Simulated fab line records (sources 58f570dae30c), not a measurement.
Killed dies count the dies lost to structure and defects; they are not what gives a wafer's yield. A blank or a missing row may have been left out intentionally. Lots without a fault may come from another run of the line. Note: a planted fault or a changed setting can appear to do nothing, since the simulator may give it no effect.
Split-lot trial / flow berkeley_cmos170 / 5 lots, 23 wafers read, on a route of 331 steps

== THE SPLIT ==
At UCB170_WELLDRIVE_OXIDATION_01 (target thk 199 nm, ox time 9000 s), the setting temp_c was moved away from the recipe's 1100 C on 10 of the 23 wafers read, by -2.3% to +2.6%. The other wafers ran this setting at the recipe's value.

No step appears in the file between the split and the reading.

== THE READING ==
WELLDRIVE_OXIDE_THK at UCB170_WELLDRIVE_THK_MEAS_02, in nm. Typical for fault-free wafers on this fab line: 199 nm, with standard deviation 3.8 nm.

wafer=L074.1; tool, chamber at the split=furnace-01, 0; temp_c as run, C=1100; against the recipe=recipe; WELLDRIVE_OXIDE_THK, nm=197; against lot-mates on the recipe=-
wafer=L074.2; tool, chamber at the split=furnace-01, 0; temp_c as run, C=1100; against the recipe=recipe; WELLDRIVE_OXIDE_THK, nm=199; against lot-mates on the recipe=-
wafer=L074.3; tool, chamber at the split=furnace-01, 0; temp_c as run, C=1100; against the recipe=recipe; WELLDRIVE_OXIDE_THK, nm=206; against lot-mates on the recipe=-
wafer=L076.1; tool, chamber at the split=-, -; temp_c as run, C=1129; against the recipe=+2.6%; WELLDRIVE_OXIDE_THK, nm=224; against lot-mates on the recipe=no lot-mate on the recipe
wafer=L076.2; tool, chamber at the split=-, -; temp_c as run, C=1129; against the recipe=+2.6%; WELLDRIVE_OXIDE_THK, nm=224; against lot-mates on the recipe=no lot-mate on the recipe
wafer=L076.3; tool, chamber at the split=-, -; temp_c as run, C=1129; against the recipe=+2.6%; WELLDRIVE_OXIDE_THK, nm=221; against lot-mates on the recipe=no lot-mate on the recipe
wafer=L076.4; tool, chamber at the split=-, -; temp_c as run, C=1129; against the recipe=+2.6%; WELLDRIVE_OXIDE_THK, nm=224; against lot-mates on the recipe=no lot-mate on the recipe
wafer=L076.6; tool, chamber at the split=-, -; temp_c as run, C=1129; against the recipe=+2.6%; WELLDRIVE_OXIDE_THK, nm=227; against lot-mates on the recipe=no lot-mate on the recipe
wafer=L077.1; tool, chamber at the split=-, -; temp_c as run, C=1100; against the recipe=recipe; WELLDRIVE_OXIDE_THK, nm=198; against lot-mates on the recipe=-
wafer=L077.3; tool, chamber at the split=-, -; temp_c as run, C=1100; against the recipe=recipe; WELLDRIVE_OXIDE_THK, nm=194; against lot-mates on the recipe=-
wafer=L077.4; tool, chamber at the split=-, -; temp_c as run, C=1100; against the recipe=recipe; WELLDRIVE_OXIDE_THK, nm=194; against lot-mates on the recipe=-
wafer=L077.5; tool, chamber at the split=-, -; temp_c as run, C=1100; against the recipe=recipe; WELLDRIVE_OXIDE_THK, nm=199; against lot-mates on the recipe=-
wafer=L077.6; tool, chamber at the split=-, -; temp_c as run, C=1100; against the recipe=recipe; WELLDRIVE_OXIDE_THK, nm=198; against lot-mates on the recipe=-
wafer=L081.2; tool, chamber at the split=-, -; temp_c as run, C=1100; against the recipe=recipe; WELLDRIVE_OXIDE_THK, nm=195; against lot-mates on the recipe=-
wafer=L081.3; tool, chamber at the split=-, -; temp_c as run, C=1100; against the recipe=recipe; WELLDRIVE_OXIDE_THK, nm=195; against lot-mates on the recipe=-
wafer=L081.4; tool, chamber at the split=-, -; temp_c as run, C=1100; against the recipe=recipe; WELLDRIVE_OXIDE_THK, nm=196; against lot-mates on the recipe=-
wafer=L081.5; tool, chamber at the split=-, -; temp_c as run, C=1100; against the recipe=recipe; WELLDRIVE_OXIDE_THK, nm=196; against lot-mates on the recipe=-
wafer=L081.6; tool, chamber at the split=-, -; temp_c as run, C=1100; against the recipe=recipe; WELLDRIVE_OXIDE_THK, nm=195; against lot-mates on the recipe=-
wafer=L082.2; tool, chamber at the split=-, -; temp_c as run, C=1075; against the recipe=-2.3%; WELLDRIVE_OXIDE_THK, nm=175; against lot-mates on the recipe=no lot-mate on the recipe
wafer=L082.3; tool, chamber at the split=-, -; temp_c as run, C=1075; against the recipe=-2.3%; WELLDRIVE_OXIDE_THK, nm=176; against lot-mates on the recipe=no lot-mate on the recipe
wafer=L082.4; tool, chamber at the split=-, -; temp_c as run, C=1075; against the recipe=-2.3%; WELLDRIVE_OXIDE_THK, nm=173; against lot-mates on the recipe=no lot-mate on the recipe
wafer=L082.5; tool, chamber at the split=-, -; temp_c as run, C=1075; against the recipe=-2.3%; WELLDRIVE_OXIDE_THK, nm=173; against lot-mates on the recipe=no lot-mate on the recipe
wafer=L082.6; tool, chamber at the split=-, -; temp_c as run, C=1075; against the recipe=-2.3%; WELLDRIVE_OXIDE_THK, nm=170; against lot-mates on the recipe=no lot-mate on the recipe

FIT RESULTS
A straight line over all 23 wafers: WELLDRIVE_OXIDE_THK changes by +10.3 nm for each +1% of temp_c; r = +0.99; the points scatter about the line by 2.8 nm.
Too few moved wafers with a lot-mate on the recipe to fit a line net of each lot's own level.

== THE WHOLE CHAIN: every reading that the file lists as answering this split, in the file's order ==
step=UCB170_WELLDRIVE_OXIDATION_01; what it does=target thk 199 nm, ox time 9000 s; reading=SiO2_of_WELLDRIVE_OXIDATION_01.thk_nm (the simulator's own value, which no gauge read); change (the file's fit)=+10.3 nm for each +1% of the setting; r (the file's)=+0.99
step=UCB170_WELLDRIVE_THK_MEAS_02; what it does=; reading=WELLDRIVE_OXIDE_THK; change (the file's fit)=+10.3 for each +1% of the setting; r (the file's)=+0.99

== THE FILE'S OWN FIT ==
WELLDRIVE_OXIDE_THK changes by +10.3 nm for each +1% of temp_c, r = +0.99.
